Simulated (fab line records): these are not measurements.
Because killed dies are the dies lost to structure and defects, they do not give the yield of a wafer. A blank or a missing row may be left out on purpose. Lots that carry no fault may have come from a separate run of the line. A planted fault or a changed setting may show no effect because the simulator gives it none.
Split-lot trial    flow berkeley cmos170    on a route of 331 steps: 5 lots, 23 wafers read

== THE SPLIT ITSELF ==
At UCB170_PWELL_OXIDATION_02 (target thk 26.4 nm, ox time 1260 s), the setting temp c was moved away from the recipe's 1000 C on 15 of the 23 wafers read, by -1.8% to +0.9%. All remaining wafers had this setting at the recipe value.

The file shows no step between the split and the reading.

== THE READING ==
PWELL_OXIDE_THK in nanometres, read at UCB170_PWELL_THK_MEAS_03. On this fab line, fault-free wafers typically give 26.2 nm with a standard deviation of 0.58 nm.

wafer   tool, chamber at the split  temp c as run, C  against the recipe  PWELL_OXIDE_THK, nm  against lot-mates on the recipe
L079.2  -, -                        1009              +0.9%               28.6                 no lot-mate on the recipe
L079.3  -, -                        1009              +0.9%               28.0                 no lot-mate on the recipe
L079.4  -, -                        1009              +0.9%               28.1                 no lot-mate on the recipe
L079.5  -, -                        1009              +0.9%               28.2                 no lot-mate on the recipe
L079.6  -, -                        1009              +0.9%               28.3                 no lot-mate on the recipe
L081.1  -, -                        982.4             -1.8%               22.5                 no lot-mate on the recipe
L081.2  -, -                        982.4             -1.8%               22.3                 no lot-mate on the recipe
L081.3  -, -                        982.4             -1.8%               22.9                 no lot-mate on the recipe
L081.4  -, -                        982.4             -1.8%               22.3                 no lot-mate on the recipe
L081.6  -, -                        982.4             -1.8%               22.1                 no lot-mate on the recipe
L083.1  furnace-02, 0               1000              recipe              26.2                 -
L083.4  furnace-02, 0               1000              recipe              26.2                 -
L083.5  furnace-02, 0               1000              recipe              26.5                 -
L084.2  -, -                        982.2             -1.8%               20.9                 no lot-mate on the recipe
L084.3  -, -                        982.2             -1.8%               21.2                 no lot-mate on the recipe
L084.4  -, -                        982.2             -1.8%               20.5                 no lot-mate on the recipe
L084.5  -, -                        982.2             -1.8%               20.8                 no lot-mate on the recipe
L084.6  -, -                        982.2             -1.8%               20.6                 no lot-mate on the recipe
L085.1  -, -                        1000              recipe              27.3                 -
L085.2  -, -                        1000              recipe              26.7                 -
L085.3  -, -                        1000              recipe              27.3                 -
L085.4  -, -                        1000              recipe              26.9                 -
L085.5  -, -                        1000              recipe              27.1                 -

FIT RESULTS
A straight line over all 23 wafers: PWELL_OXIDE_THK changes by +2.61 nm for each +1% of temp c; r = +0.97; the points scatter about the line by 0.73 nm.
Too few moved wafers with a lot-mate on the recipe to fit a line net of each lot's own level.

== THE WHOLE CHAIN: every reading that the file lists as answering this split, in the file's order ==
step                       what it does                        reading                                                                             change (the file's fit)               r (the file's)
UCB170_PWELL_OXIDATION_02  target thk 26.4 nm, ox time 1260 s  SiO2_of_PWELL_OXIDATION_02.thk nm (the simulator's own value, which no gauge read)  +2.62 nm for each +1% of the setting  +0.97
UCB170_PWELL_THK_MEAS_03                                       PWELL_OXIDE_THK                                                                     +2.62 for each +1% of the setting     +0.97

== THE FILE'S OWN FIT ==
PWELL_OXIDE_THK changes by +2.62 nm for each +1% of temp c, r = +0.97.
